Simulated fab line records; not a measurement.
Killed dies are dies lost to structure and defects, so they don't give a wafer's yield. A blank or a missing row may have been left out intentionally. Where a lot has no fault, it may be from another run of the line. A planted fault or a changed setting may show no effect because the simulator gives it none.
Which tool is to blame? ; flow rit-cmos ; 14 lots, 42 wafers sampled, at 3 steps of a route of 202

WHAT THE GAUGES SHOWED, per wafer
RIT_NWELL_TW_MEAS_10.
lot;measured;on;NWELL_TW
L735;day 1 22:29;film-metro-03;2137 2129 2138
L736;day 2 03:10;film-metro-03;2128 2128 2135
L737;day 2 07:48;film-metro-04;2150 2157 2139
L739;day 2 18:26;film-metro-03;2141 2131 2138
L740;day 2 23:19;film-metro-04;2152 2168 2150
L743;day 3 12:53;film-metro-03;2129 2144 2127
L744;day 3 19:29;film-metro-02;2200 2188 2207
L745;day 3 23:16;film-metro-04;2234 2233 2231
L748;day 4 13:55;film-metro-04;2132 2140 2139
L753;day 5 14:46;film-metro-04;2160 2154 2147
L754;day 5 19:56;film-metro-04;2156 2163 2161
L755;day 6 01:35;film-metro-02;2141 2132 2132
L756;day 6 05:56;film-metro-03;2123 2122 2128
L757;day 6 10:57;film-metro-04;2149 2159 2147

RIT_WELLDRIVE_RS_MEAS_01: a four-point-probe measurement.
lot;measured;on;NWELL_RS (ohm/sq)
L735;day 2 05:37;film-metro-03;275.4 274.8 274.2
L736;day 2 10:20;film-metro-04;275.6 275.2 275.5
L737;day 2 14:49;film-metro-02;275.2 275.5 275.5
L739;day 3 01:15;film-metro-02;275.7 276.4 275.1
L740;day 3 06:08;film-metro-03;273.4 273.4 273.4
L743;day 3 19:47;film-metro-02;275.7 274.8 275.4
L744;day 4 02:38;film-metro-03;259.3 259.4 259.8
L745;day 4 05:57;film-metro-02;257.8 258.9 258.6
L748;day 4 20:47;film-metro-03;276.6 276.4 276.7
L753;day 5 21:47;film-metro-04;274.9 275.2 274.2
L754;day 6 02:46;film-metro-02;274.4 273.4 274.2
L755;day 6 08:25;film-metro-04;274.3 275.5 275.4
L756;day 6 13:14;film-metro-02;275.2 275.8 276.2
L757;day 6 18:17;film-metro-03;275.9 276.6 276.1

WHAT TOOL EACH LOT RAN ON (gives the tool, then ch and the chambers of the sampled wafers, and finally the start)
lot;RIT_NWELL_IMPLANT_08
L735;implanter-02 ch 0, day 1 22:09
L736;implanter-04 ch 0, day 2 02:52
L737;implanter-03 ch 0, day 2 07:28
L739;implanter-02 ch 0, day 2 18:07
L740;implanter-02 ch 0, day 2 23:00
L743;implanter-03 ch 0, day 3 12:34
L744;implanter-02 ch 0, day 3 19:10
L745;implanter-02 ch 0, day 3 22:55
L748;implanter-03 ch 0, day 4 13:36
L753;implanter-03 ch 0, day 5 14:27
L754;implanter-04 ch 0, day 5 19:37
L755;implanter-03 ch 0, day 6 01:17
L756;implanter-03 ch 0, day 6 05:38
L757;implanter-03 ch 0, day 6 10:37
- RIT_NWELL_IMPLANT_08

AS READ BY THE TOOLS THEMSELVES (means over the sampled wafers that have a number; for cases with no such wafer, the mark the record gives instead)
RIT_NWELL_IMPLANT_08.
lot;tool;beam-on-s (s);end-station-pressure-torr (Torr);faraday-current-uA
L735;implanter-02;10.11;5.02e-06;157
L736;implanter-04;9.98;5.17e-06;158
L737;implanter-03;10.14;5.24e-06;156
L739;implanter-02;10.06;5.10e-06;158
L740;implanter-02;10.26;5.26e-06;155
L743;implanter-03;9.93;4.91e-06;160
L744;implanter-02;11.13;4.83e-05;144
L745;implanter-02;10.95;4.90e-05;146
L748;implanter-03;10.18;5.12e-06;156
L753;implanter-03;10.01;5.29e-06;158
L754;implanter-04;10.14;5.33e-06;157
L755;implanter-03;10.12;5.11e-06;157
L756;implanter-03;9.91;5.05e-06;160
L757;implanter-03;10.07;5.19e-06;158

THE ANSWER, worked out from the rows above alone
Rule: the lots themselves supply what counts as usual. Put in order of their means at a reading, lots are off if they are a third of the lots or fewer, leave a main group of 4 or more, and stand apart from it by a gap of 3 or more times the standard deviation of the main group's means; of several such gaps the widest counts. A main group whose means are all the same, to the digits that the tables above print for the reading, isn't used. A lot without any number at a reading at which 4 lots or more have one is off too. All remaining lots with rows at the step are treated as sound. Order of review: gauges by route order, followed by the tools' own readings, for which a lot's mean as printed above is used. At the first step where some lot is off, the reading lying furthest off is the one used; lots without a number count as furthest.
Off: at RIT_NWELL_TW_MEAS_10 (NWELL_TW), L744, L745. Main group: mean 2142, sd 11.
If a tool, at a process step before that reading, ran all the lots that are off and no sound lot after the first of them, it fits. The gauges at RIT_NWELL_TW_MEAS_10 aren't tried: what is off there is off at RIT_NWELL_IMPLANT_08 too, on other tools, and a gauge's error can't cause that. One candidate fits, namely implanter-02 at RIT_NWELL_IMPLANT_08. A fault onset in the window from L740 (day 2 23:00, its last sound lot) to L744 (day 3 19:10, its first lot off) fits.
The tool's own readings at RIT_NWELL_IMPLANT_08 bear it out: on the lots that are off they differ by more than 5 times the standard deviation of the sound lots' means. beam-on-s reads 11.04 s there against 10.08 s on the sound lots; end-station-pressure-torr reads 4.87e-05 Torr there against 5.15e-06 Torr on the sound lots; faraday-current-uA reads 145 there against 158 on the sound lots.

WHAT HAD BEEN PUT IN BY THE SIMULATOR
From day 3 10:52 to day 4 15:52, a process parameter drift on implanter-02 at RIT_NWELL_IMPLANT_08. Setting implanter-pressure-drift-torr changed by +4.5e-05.
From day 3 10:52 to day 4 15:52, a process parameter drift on implanter-02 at RIT_NWELL_IMPLANT_08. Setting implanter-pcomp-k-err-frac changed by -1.
Shown lots that were struck: L744, L745. The same result came from the rule above.
